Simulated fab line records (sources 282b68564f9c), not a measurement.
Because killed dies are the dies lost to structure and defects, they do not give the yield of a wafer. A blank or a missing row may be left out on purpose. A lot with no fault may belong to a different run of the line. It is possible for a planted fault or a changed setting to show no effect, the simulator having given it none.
Which of the tools did it? | flow rit cmos | 15 lots, 45 wafers sampled, at 3 steps of a route of 202

WHAT EACH GAUGE READ, for each wafer
RIT_NWELL_OVL_MEAS_06.
lot  | measured    | on         | NWELL_OVL (nm)
L920 | day 1 21:37 | overlay-01 | -1.8 -2.4 -3.0
L921 | day 2 02:44 | overlay-02 | -3.0 -0.8 -0.7
L923 | day 2 12:14 | overlay-02 | -1.3 -0.4 -2.9
L925 | day 2 23:34 | overlay-01 | -0.9 -0.8 -0.1
L926 | day 3 03:46 | overlay-02 | -2.2 -1.1 -3.0
L927 | day 3 09:19 | overlay-02 | 0.2 0.9 -0.8
L928 | day 3 12:51 | overlay-01 | -0.7 -0.5 -1.2
L929 | day 3 17:59 | overlay-02 | -1.7 -1.8 0.1
L930 | day 4 02:54 | overlay-01 | 0.2 -0.1 0.1
L933 | day 4 14:43 | overlay-01 | 0.4 1.2 0.9
L937 | day 5 12:12 | overlay-02 | -0.8 -0.7 0.0
L939 | day 5 21:09 | overlay-01 | -1.5 -2.8 -3.5
L940 | day 6 00:45 | overlay-02 | -0.8 -2.2 0.1
L941 | day 6 11:08 | overlay-01 | -0.6 -0.7 -1.0
L942 | day 6 15:32 | overlay-02 | -0.3 1.7 -2.0

RIT_PWELL_OVL_MEAS_06.
lot  | measured    | on         | PWELL_OVL (nm)
L920 | day 1 23:26 | overlay-01 | 2.1 0.0 1.7
L921 | day 2 04:17 | overlay-02 | -1.4 0.4 0.4
L923 | day 2 13:47 | overlay-01 | 0.9 1.0 -0.1
L925 | day 3 01:08 | overlay-02 | -0.9 0.2 -0.2
L926 | day 3 05:19 | overlay-01 | 1.1 1.9 1.7
L927 | day 3 10:59 | overlay-01 | 0.2 0.7 0.7
L928 | day 3 14:25 | overlay-01 | 0.3 2.1 -0.8
L929 | day 3 19:32 | overlay-02 | 2.7 1.3 2.2
L930 | day 4 04:47 | overlay-02 | -1.4 -2.4 -0.4
L933 | day 4 16:16 | overlay-02 | 1.0 1.6 0.1
L937 | day 5 13:45 | overlay-01 | -0.1 -0.1 0.0
L939 | day 5 22:56 | overlay-01 | 0.6 0.2 -1.0
L940 | day 6 02:26 | overlay-01 | -0.7 1.6 0.0
L941 | day 6 12:46 | overlay-01 | 0.2 0.7 1.2
L942 | day 6 17:13 | overlay-01 | 1.4 0.8 0.2

EACH LOT AND THE TOOL THAT RAN IT (in order: tool; ch and the chambers of the sampled wafers; start)
lot  | RIT_PWELL_PEB_04
L920 | litho track-03 ch 0, day 1 23:08
L921 | litho track-01 ch 0, day 2 04:01
L923 | litho track-03 ch 0, day 2 13:31
L925 | litho track-02 ch 0, day 3 00:49
L926 | litho track-01 ch 0, day 3 05:02
L927 | litho track-03 ch 0, day 3 10:41
L928 | litho track-01, day 3 14:07
L929 | litho track-01, day 3 19:13
L930 | litho track-02, day 4 04:29
L933 | litho track-02 ch 0, day 4 15:57
L937 | litho track-03 ch 0, day 5 13:27
L939 | litho track-01 ch 0, day 5 22:39
L940 | litho track-03 ch 0, day 6 02:08
L941 | litho track-02 ch 0, day 6 12:27
L942 | litho track-03 ch 0, day 6 16:56
- RIT_PWELL_PEB_04

AS READ BY THE TOOLS THEMSELVES (means over the sampled wafers that have a number; for cases with no such wafer, the mark the record gives instead)
RIT_PWELL_PEB_04.
lot  | tool           | exhaust pa (Pa)
L920 | litho track-03 | 45.1
L921 | litho track-01 | 45.5
L923 | litho track-03 | 45.2
L925 | litho track-02 | 45.0
L926 | litho track-01 | 44.5
L927 | litho track-03 | 44.6
L928 | litho track-01 | -
L929 | litho track-01 | -
L930 | litho track-02 | -
L933 | litho track-02 | 44.2
L937 | litho track-03 | 44.7
L939 | litho track-01 | 44.7
L940 | litho track-03 | 45.0
L941 | litho track-02 | 46.0
L942 | litho track-03 | 46.2

THE ANSWER, worked out from the rows above alone
Rule: what is usual is taken from the lots themselves. The widest of any qualifying gaps counts: lots, ordered by their means at a reading, are off when they make up no more than a third of the lots, leave a main group of 4 or more, and stand apart from it by 3 or more times the standard deviation of that group's means. The tables above print the reading to a certain number of digits; a main group whose means all agree to those digits is not used. A lot without any number at a reading at which 4 lots or more have one is off too. Where the step has rows for the other lots, those lots are counted as sound. First the gauges in route order, then the tools' own readings, where a lot's mean is used as printed above. At the first step where some lot is off, the reading lying furthest off is the one used; lots without a number count as furthest.
Off: L928, L929, L930 (RIT_PWELL_PEB_04, exhaust pa). Without a number there: L928, L929, L930. Mean 45.1 Pa and standard deviation 0.57 in the main group.
A tool fits if, at that step or a process step before it, it ran every lot that is off, and no sound lot after the first of them. No candidate that was tried fits.

WHAT THE SIMULATOR HAD INSERTED
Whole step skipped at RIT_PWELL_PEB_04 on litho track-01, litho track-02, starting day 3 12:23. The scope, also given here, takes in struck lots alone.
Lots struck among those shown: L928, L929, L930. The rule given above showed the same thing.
